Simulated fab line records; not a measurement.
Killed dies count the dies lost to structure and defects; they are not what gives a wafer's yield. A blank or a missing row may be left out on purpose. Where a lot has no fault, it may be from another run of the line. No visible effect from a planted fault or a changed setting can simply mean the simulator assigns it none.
Split-lot study :: flow berkeley cmos170 :: 5 lots, 23 wafers read, on a route of 331 steps

## THE SPLIT
At UCB170_FIELD_OXIDATION_01 (target thk 558.3 nm, ox time 7200 s), the setting temp c was moved away from the recipe's 1000 C on 15 of the 23 wafers read, by -2.0% to +0.9%. For the rest of the wafers, this setting stayed at what the recipe calls for.

## FROM THE SPLIT TO THE READING: what the file shows between them, 10 steps
- UCB170_FIELD_THK_MEAS_02
- UCB170_FIELD_ANNEAL_03: time 1200 s
- UCB170_FIELD_WET_ETCH_04: etches SiO2 in dHF, time 60 s
- UCB170_FIELD_WET_ETCH_05: etches Si3N4 in H3PO4, time 12600 s
- UCB170_FIELD_WET_ETCH_06: etches SiO2 in BOE, time 22 s
- UCB170_FIELD_THK_MEAS_90
- UCB170_NVT_IMPLANT_07 (also split here: energy kev)
- UCB170_PVT_IMPLANT_07 (also split here: energy kev)
- UCB170_PVT_STRIP_08: strips in O2
- UCB170_GATE_WET_ETCH_00: etches SiO2 in dHF, time 200 s

## THE READING
FIELD_OXIDE_LEFT_2_THK (nm), taken at UCB170_FIELD_THK_MEAS_91. On this fab line, fault-free wafers typically give 352 nm with a standard deviation of 11 nm.

wafer: L074.1
tool, chamber at the split: -, -
temp c as run, C: 1009
against the recipe: +0.9%
FIELD_OXIDE_LEFT_2_THK, nm: 400
against lot-mates on the recipe: no lot-mate on the recipe

wafer: L074.2
tool, chamber at the split: -, -
temp c as run, C: 1009
against the recipe: +0.9%
FIELD_OXIDE_LEFT_2_THK, nm: 397
against lot-mates on the recipe: no lot-mate on the recipe

wafer: L074.4
tool, chamber at the split: -, -
temp c as run, C: 1009
against the recipe: +0.9%
FIELD_OXIDE_LEFT_2_THK, nm: 396
against lot-mates on the recipe: no lot-mate on the recipe

wafer: L074.5
tool, chamber at the split: -, -
temp c as run, C: 1009
against the recipe: +0.9%
FIELD_OXIDE_LEFT_2_THK, nm: 395
against lot-mates on the recipe: no lot-mate on the recipe

wafer: L074.6
tool, chamber at the split: -, -
temp c as run, C: 1009
against the recipe: +0.9%
FIELD_OXIDE_LEFT_2_THK, nm: 401
against lot-mates on the recipe: no lot-mate on the recipe

wafer: L077.1
tool, chamber at the split: -, -
temp c as run, C: 1000
against the recipe: recipe
FIELD_OXIDE_LEFT_2_THK, nm: 345
against lot-mates on the recipe: -

wafer: L077.2
tool, chamber at the split: -, -
temp c as run, C: 1000
against the recipe: recipe
FIELD_OXIDE_LEFT_2_THK, nm: 340
against lot-mates on the recipe: -

wafer: L077.3
tool, chamber at the split: -, -
temp c as run, C: 1000
against the recipe: recipe
FIELD_OXIDE_LEFT_2_THK, nm: 346
against lot-mates on the recipe: -

wafer: L077.5
tool, chamber at the split: -, -
temp c as run, C: 1000
against the recipe: recipe
FIELD_OXIDE_LEFT_2_THK, nm: 343
against lot-mates on the recipe: -

wafer: L077.6
tool, chamber at the split: -, -
temp c as run, C: 1000
against the recipe: recipe
FIELD_OXIDE_LEFT_2_THK, nm: 342
against lot-mates on the recipe: -

wafer: L079.3
tool, chamber at the split: furnace-01, 0
temp c as run, C: 1000
against the recipe: recipe
FIELD_OXIDE_LEFT_2_THK, nm: 353
against lot-mates on the recipe: -

wafer: L079.4
tool, chamber at the split: furnace-01, 0
temp c as run, C: 1000
against the recipe: recipe
FIELD_OXIDE_LEFT_2_THK, nm: 349
against lot-mates on the recipe: -

wafer: L079.5
tool, chamber at the split: furnace-01, 0
temp c as run, C: 1000
against the recipe: recipe
FIELD_OXIDE_LEFT_2_THK, nm: 347
against lot-mates on the recipe: -

wafer: L080.1
tool, chamber at the split: -, -
temp c as run, C: 1008
against the recipe: +0.8%
FIELD_OXIDE_LEFT_2_THK, nm: 365
against lot-mates on the recipe: no lot-mate on the recipe

wafer: L080.3
tool, chamber at the split: -, -
temp c as run, C: 1008
against the recipe: +0.8%
FIELD_OXIDE_LEFT_2_THK, nm: 374
against lot-mates on the recipe: no lot-mate on the recipe

wafer: L080.4
tool, chamber at the split: -, -
temp c as run, C: 1008
against the recipe: +0.8%
FIELD_OXIDE_LEFT_2_THK, nm: 382
against lot-mates on the recipe: no lot-mate on the recipe

wafer: L080.5
tool, chamber at the split: -, -
temp c as run, C: 1008
against the recipe: +0.8%
FIELD_OXIDE_LEFT_2_THK, nm: 374
against lot-mates on the recipe: no lot-mate on the recipe

wafer: L080.6
tool, chamber at the split: -, -
temp c as run, C: 1008
against the recipe: +0.8%
FIELD_OXIDE_LEFT_2_THK, nm: 371
against lot-mates on the recipe: no lot-mate on the recipe

wafer: L081.1
tool, chamber at the split: -, -
temp c as run, C: 979.6
against the recipe: -2.0%
FIELD_OXIDE_LEFT_2_THK, nm: 279
against lot-mates on the recipe: no lot-mate on the recipe

wafer: L081.2
tool, chamber at the split: -, -
temp c as run, C: 979.6
against the recipe: -2.0%
FIELD_OXIDE_LEFT_2_THK, nm: 269
against lot-mates on the recipe: no lot-mate on the recipe

wafer: L081.3
tool, chamber at the split: -, -
temp c as run, C: 979.6
against the recipe: -2.0%
FIELD_OXIDE_LEFT_2_THK, nm: 282
against lot-mates on the recipe: no lot-mate on the recipe

wafer: L081.4
tool, chamber at the split: -, -
temp c as run, C: 979.6
against the recipe: -2.0%
FIELD_OXIDE_LEFT_2_THK, nm: 285
against lot-mates on the recipe: no lot-mate on the recipe

wafer: L081.6
tool, chamber at the split: -, -
temp c as run, C: 979.6
against the recipe: -2.0%
FIELD_OXIDE_LEFT_2_THK, nm: 273
against lot-mates on the recipe: no lot-mate on the recipe

THE FIT
A straight line over all 23 wafers: FIELD_OXIDE_LEFT_2_THK changes by +37.4 nm for each +1% of temp c; r = +0.98; the points scatter about the line by 9.5 nm.
Too few moved wafers with a lot-mate on the recipe to fit a line net of each lot's own level.

## THE WHOLE CHAIN: every reading that the file lists as answering this split, in the file's order
step: UCB170_FIELD_OXIDATION_01
what it does: target thk 558.3 nm, ox time 7200 s
reading: SiO2_of_FIELD_OXIDATION_01.thk nm (the simulator's own value, which no gauge read)
change (the file's fit): +37.6 nm for each +1% of the setting
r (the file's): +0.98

step: UCB170_FIELD_THK_MEAS_02
what it does: 
reading: FIELD_OXIDE_THK
change (the file's fit): +37.6 for each +1% of the setting
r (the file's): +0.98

step: UCB170_FIELD_THK_MEAS_90
what it does: 
reading: FIELD_OXIDE_LEFT_1_THK
change (the file's fit): +37.6 for each +1% of the setting
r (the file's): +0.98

step: UCB170_FIELD_THK_MEAS_91
what it does: 
reading: FIELD_OXIDE_LEFT_2_THK
change (the file's fit): +37.3 for each +1% of the setting
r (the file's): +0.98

## THE FILE'S OWN FIT
FIELD_OXIDE_LEFT_2_THK changes by +37.3 nm for each +1% of temp c, r = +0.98.
